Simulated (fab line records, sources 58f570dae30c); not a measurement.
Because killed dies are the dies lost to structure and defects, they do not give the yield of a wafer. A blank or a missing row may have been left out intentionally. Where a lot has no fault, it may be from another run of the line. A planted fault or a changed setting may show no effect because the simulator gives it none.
Chamber matching / flow berkeley cmos170 / UCB170_NWELL_ETCH_13 on rie diel-04: 4 sister chambers
The step etches Si3N4 in CH3F/Ar/O2, stops on SiO2, target depth 246.4 nm, time 154 s. 8 wafers are shown with their chamber, then 7 later ones without.

== WAFERS PAIRED WITH THEIR CHAMBERS ==
wafer=L901.3; chamber=2; throttle valve pct (%)=7.86; oes product au (a.u.)=0.925
wafer=L904.2; chamber=2; throttle valve pct (%)=7.87; oes product au (a.u.)=0.940
wafer=L904.6; chamber=1; throttle valve pct (%)=7.93; oes product au (a.u.)=0.912
wafer=L906.2; chamber=1; throttle valve pct (%)=7.94; oes product au (a.u.)=0.916
wafer=L906.4; chamber=0; throttle valve pct (%)=7.87; oes product au (a.u.)=0.960
wafer=L906.5; chamber=0; throttle valve pct (%)=7.89; oes product au (a.u.)=0.968
wafer=L908.3; chamber=3; throttle valve pct (%)=8.27; oes product au (a.u.)=0.919
wafer=L908.5; chamber=3; throttle valve pct (%)=8.28; oes product au (a.u.)=0.916

== WAFERS WITH NO CHAMBER GIVEN ==
wafer=L908.6; throttle valve pct (%)=7.86; oes product au (a.u.)=0.961
wafer=L915.1; throttle valve pct (%)=8.27; oes product au (a.u.)=0.918
wafer=L915.2; throttle valve pct (%)=7.93; oes product au (a.u.)=0.916
wafer=L915.5; throttle valve pct (%)=8.26; oes product au (a.u.)=0.925
wafer=L916.2; throttle valve pct (%)=7.87; oes product au (a.u.)=0.949
wafer=L916.3; throttle valve pct (%)=7.93; oes product au (a.u.)=0.919
wafer=L916.6; throttle valve pct (%)=8.29; oes product au (a.u.)=0.930

== EACH ONE'S CHAMBER ==
wafer=L908.6; from the rows above=0; in truth=0
wafer=L915.1; from the rows above=3; in truth=3
wafer=L915.2; from the rows above=1; in truth=1
wafer=L915.5; from the rows above=3; in truth=3
wafer=L916.2; from the rows above=can't be placed: 0 or 2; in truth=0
wafer=L916.3; from the rows above=1; in truth=1
wafer=L916.6; from the rows above=3; in truth=3
Correctly placed: 6 of 7. Cannot be placed on the basis of these rows: 1; the candidates contain the true chamber in 1. Wrongly placed: 0.
How it was worked out, from the rows above alone: a wafer's distance from a chamber is the root of the sum, over the readings, of the square of ((its reading less the chamber's mean) divided by the reading's scatter). The wafer belongs to the nearest chamber; if the next one is less than 2 further off, it can't be placed. For every chamber, the mean is computed from those of its wafers that are shown. The scatter is the square root of a quotient: the sum, over the shown wafers, of each reading's squared deviation from its chamber's mean, divided by wafers minus chambers.
